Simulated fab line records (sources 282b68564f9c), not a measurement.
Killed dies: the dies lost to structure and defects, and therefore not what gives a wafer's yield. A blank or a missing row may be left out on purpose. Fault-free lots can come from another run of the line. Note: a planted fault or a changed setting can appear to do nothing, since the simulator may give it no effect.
Struck lot and sound lot, side by side || flow ritCmos || 13 steps out of a route of 202
Sound: the wafers L181.4, L181.5, L181.6. Wafers struck: L164.1, L164.2, L164.3. The cause comes at the end.
For every step that has rows: the tool of each side, followed by ch and its chambers, followed by its first start. Under that, the readings that differ: sound wafers || struck wafers || difference of the means || sigmas: that difference in standard deviations of wafers without a fault.
alike: a reading whose means differ by less than 2 such deviations, as well as words and numbers matching on both sides. not compared: withheld readings; readings where some wafer has no value; bounds like >300 that might hide an equal value; numbers whose values overlap and for which the record gives no deviation.
A row with sigmas, a row that says differs or no value, or rows on one side alone: a step with any of these is where the two part. Numbers that don't overlap but have no deviation are shown without sigmas and don't part them. A reading that every wafer of one side lacks parts them only if that side has two wafers or more.

first, 1 step without rows for these wafers: RIT_SDANNEAL_CLEAN_02 (cleans in SC2, time 600 s).
RIT_SDANNEAL_RTA_03: time 5 s.
  sound on rtpAnneal-01 ch 0, day 7 06:46; struck on rtpAnneal-02 ch 0, day 3 18:17
  alike: annealTempCMax, chamberO2Ppm, wafer_temp_C_max
RIT_SDANNEAL_RS_MEAS_04: measures by four-point-probe.
  struck on filmMetro-03, day 3 18:20; sound on filmMetro-02, day 7 06:51
{"reading": "PSD_RS (ohm/sq)", "sound": "115.49 115.76 116.21", "struck": "116.40 116.51 116.19", "difference": "+0.55", "sigmas": "+2"}
RIT_SDANNEAL_RS_MEAS_05: measures by four-point-probe.
  struck on filmMetro-03, day 3 18:28; sound on filmMetro-02, day 7 06:58
{"reading": "NSD_RS (ohm/sq)", "sound": "85.2 84.8 84.9", "struck": "84.1 84.3 84.4", "difference": -0.7, "sigmas": -2}
RIT_SDANNEAL_RS_MEAS_06: measures by four-point-probe.
  struck on filmMetro-03, day 3 18:35; sound on filmMetro-02, day 7 07:05
  alike: PLDD_RS
RIT_SDANNEAL_RS_MEAS_07: measures by four-point-probe.
  struck on filmMetro-03, day 3 18:42; sound on filmMetro-02, day 7 07:13
  alike: NLDD_RS
then, 1 step without rows for these wafers: RIT_SILICIDE_WET_ETCH_00 (etches SiO2 in BOE, target depth 14 nm, time 15 s).
RIT_SILICIDE_SPUTTER_01: material Ti, target thk 30 nm, time 240 s.
  struck on pvdSputter-04, day 3 18:50; sound on pvdSputter-01, day 7 07:17
  alike: substrateTempC, throttleValvePct
RIT_SILICIDE_RS_MEAS_02: measures by four-point-probe.
  struck on filmMetro-04, day 3 18:59; sound on filmMetro-03, day 7 07:29
  alike: SILICIDE_TI_RS
RIT_SILICIDE_THK_MEAS_03: measures by xrf.
  struck on filmMetro-04, day 3 19:06; sound on filmMetro-03, day 7 07:35
  alike: SILICIDE_TI_THK
RIT_SILICIDE_RTA_04: time 10 s, ramp up 5 s, ramp down 5 s.
  sound on rtpAnneal-02 ch 0, day 7 07:38; struck on rtpAnneal-01 ch 0, day 3 19:10
  alike: annealTempCMax, chamberO2Ppm, wafer_temp_C_max
then, 1 step without rows for these wafers: RIT_SILICIDE_WET_ETCH_05 (etches Ti in SPM, time 120 s).
RIT_SILICIDE_RTA_06: time 10 s, ramp up 5 s, ramp down 10 s.
  struck on rtpAnneal-02, day 3 19:16; sound on rtpAnneal-01 ch 0, day 7 07:45
  no value came back on the struck wafers for annealTempCMax, chamberO2Ppm, wafer_temp_C_max; on the sound wafers annealTempCMax reads 752.1 752.3 752.3

== WHERE THEY PART ==
Earliest at RIT_SDANNEAL_RS_MEAS_04; latest, in this record, at RIT_SILICIDE_RTA_06.

WHY: whatever the simulator had introduced
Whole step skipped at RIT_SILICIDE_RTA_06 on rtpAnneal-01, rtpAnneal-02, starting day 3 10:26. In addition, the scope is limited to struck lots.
